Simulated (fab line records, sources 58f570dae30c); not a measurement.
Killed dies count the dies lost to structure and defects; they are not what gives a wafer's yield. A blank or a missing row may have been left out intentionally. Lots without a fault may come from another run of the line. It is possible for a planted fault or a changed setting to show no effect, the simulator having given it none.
fab line records    flow berkeleyCmos170
[record] lots = 14  wafers = 42  lastDay = 12
route steps=331 shown WELLDRIVE@58
lots that met no fault: taken from a fault-free run of the same line
startH: hours from the record's first day to the start of the lot's first wafer shown    waitH: hours from the lot's prior step to this one    " identical to the entry in the row above    L1.1+2: a single row standing in for several wafers    - no value, or no start was given    * or withheld: withheld    < > ~ a bound
route shown NAME@n: names a module that has steps shown in the file, with the first one's number in the route    usual: the fault-free wafers' mean and standard deviation    same: alike in all rows    chamber/n: place in a boat    sites: per-site readings    _std_site: standard deviation of those values    _edge_site: inner sites' mean taken away from outer sites' mean    radiusMm: for every site, how far away it sits from the centre of the wafer    mask NAME#n: copy n    behind: the last tool/chamber to shape the wafer    hold: what put the lot on hold/how long, in hours/how the hold closed    device: transistor that didn't switch, given as n, p or np    end of line: the tests these same wafers got at the end of their route    for a step that has no rows: nothing shown but its recipe    killed: the dies lost at the first sort to structure and to defects; this is not the yield of the wafer    map: dies across one wafer; x = killed, . = not, _ = none there
set.NAME: the setting as run; set.NAME@STEP: as run at that earlier step    model.NAME: the simulator's own value behind a step, which no gauge read
a sample of lots followed through the steps of the route, with each step as a table and each wafer as a row
services: a tool's chamber out of use, with start hour (startH, from the record's first day; less than 0 if before it), hours out, and reason
[[steps]]
[step UCB170_WELLDRIVE_ANNEAL_03]
[recipe] tempC = 1100  timeS = 900  ambient = N2
[usual] spikeTcCentreC = 1103.1/1.3  spikeTcLoadC = 1127.5/2  spikeTcSourceC = 1123.8/2.3  tubeCenterTempC = 1100/0.11  tube_center_temp_C_max = 1102.8/0.47
lot.wafer  tool        chamber  startH  waitH  spikeTcCentreC  spikeTcLoadC  spikeTcSourceC  tubeCenterTempC  tube_center_temp_C_max
L251.1     furnace-02  0        56.73   3.2    1102.2          1131.4        1124.3          1100             1103.3
L251.3     "           0        "       "      1102.5          1130.6        1123.7          1100.1           1102.8
L251.5     "           0        "       "      1099.3          1130.6        1124.1          1100             1103.3
L252.1     furnace-04  0        73.83   5.8    1103.0          1126.8        1123.6          1099.9           1102.9
L252.2     "           0        "       "      1103.2          1126.5        1123.9          1100.1           1103.1
L252.6     "           0        "       "      1104.5          1126.0        1125.0          1100             1102.3
L253.1     furnace-04  0        73.83   5.8    1104.6          1126.3        1126.0          1099.9           1102.5
L253.2     "           0        "       "      1103.8          1125.7        1126.7          1100.1           1102.6
L253.4     "           0        "       "      1103.2          1126.9        1124.8          1100.1           1102.7
L254.1     furnace-01  0        79.79   2.1    1101.2          1126.5        1121.1          1100.1           1102.6
L254.3     "           0        "       "      1102.3          1127.1        1118.9          1100             1102.6
L254.5     "           0        "       "      1101.9          1128.1        1122.6          1100             1102.4
L256.1     furnace-04  0        94.36   3.9    1103.6          1126.8        1124.0          1100.1           1102.5
L256.5     "           0        "       "      1103.8          1126.0        1125.7          1099.9           1102.0
L256.6     "           0        "       "      1103.6          1126.7        1125.9          1100             1102.8
L258.1     furnace-01  0        101.24  2.1    1103.4          1126.0        1119.5          1100.1           1102.7
L258.4     "           0        "       "      1105.9          1125.9        1121.5          1099.9           1102.2
L258.6     "           0        "       "      1105.9          1126.4        1123.0          1100             1103.0
L259.1     furnace-04  0        112.58  2.2    1103.3          1125.8        1127.7          1099.9           1102.6
L259.4     "           0        "       "      1103.7          1125.6        1124.4          1100.1           1104.2
L259.5     "           0        "       "      1103.1          1126.4        1125.7          1099.9           1102.4
L260.1     furnace-01  0        117.27  3.1    1104.7          1125.9        1119.2          1100             1102.8
L260.3     "           0        "       "      1103.6          1126.0        1120.8          1100.1           1102.7
L260.5     "           0        "       "      1102.9          1125.9        1121.5          1100             1102.8
L263.2     furnace-01  0        121.44  4.1    1105.1          1126.6        1121.4          1100.1           1102.5
L263.3     "           0        "       "      1102.3          1127.6        1121.4          1099.9           1102.2
L263.5     "           0        "       "      1103.8          1127.7        1120.9          1100.1           1104.3
L267.4     furnace-04  0        141.78  2.6    1102.8          1124.3        1127.0          1099.8           1102.4
L267.5     "           0        "       "      1102.9          1124.8        1125.3          1100             1103.0
L267.6     "           0        "       "      1103.5          1125.9        1126.1          1100.1           1103.7
L268.1     furnace-01  0        149.53  2.8    1154.7          1177.5        1170.5          1150             1152.7
L268.2     "           0        "       "      1153.2          1178.3        1171.4          1150             1152.3
L268.4     "           0        "       "      1154.5          1176.8        1170.0          1150.1           1153.9
L269.1     furnace-01  0        149.53  2.8    1152.5          1176.4        1171.3          1150             1152.8
L269.3     "           0        "       "      1152.8          1176.4        1171.2          1149.8           1151.8
L269.6     "           0        "       "      1154.4          1176.7        1172.7          1150             1153.1
L273.3     furnace-04  0        176.69  3.6    1103.8          1124.6        1125.4          1100.2           1102.7
L273.5     "           0        "       "      1104.6          1128.4        1126.3          1100.1           1102.5
L273.6     "           0        "       "      1105.6          1126.2        1126.5          1100             1103.6
L274.3     furnace-04  0        176.69  3.6    1102.6          1126.9        1126.4          1099.8           1102.4
L274.4     "           0        "       "      1104.8          1127.3        1126.6          1100.2           1104.2
L274.5     "           0        "       "      1104.5          1127.7        1124.7          1099.8           1102.2
[[services]]
tool        chamber  startH  hours  kind
furnace-01  -        64.97   3.0    pm
furnace-01  -        68.01   3.3    pm
furnace-02  -        156.17  2.6    pm
[[key]]
[firstSign] step = UCB170_WELLDRIVE_ANNEAL_03  reading = tubeCenterTempC  direction = up  sigmas = 99+  usual = *  struck = *
[effect] step = UCB170_WELLDRIVE_ANNEAL_03  reading = tube_center_temp_C_max  direction = up  sigmas = 99+  usual = *  struck = *
metAt UCB170_WELLDRIVE_ANNEAL_03
struckLots L268,L269
testerLeftOut L268,L269
onsetBetween 121.44 149.53
[fault] kind = processParameterDrift  tool = furnace-01  chamber = -  onsetH = 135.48  steps = UCB170_WELLDRIVE_ANNEAL_03  channel = tempC  offset = *  shape = step  endH = 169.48  actsIn = *  stated = *
// testerLeftOut: of these lots the tester's yield and bins aren't shown, on N5 and GAA mostly nor the transistor test; their killed dies are dies lost to structure and defects alone, not to doping, threshold or leakage, so they don't give the yield
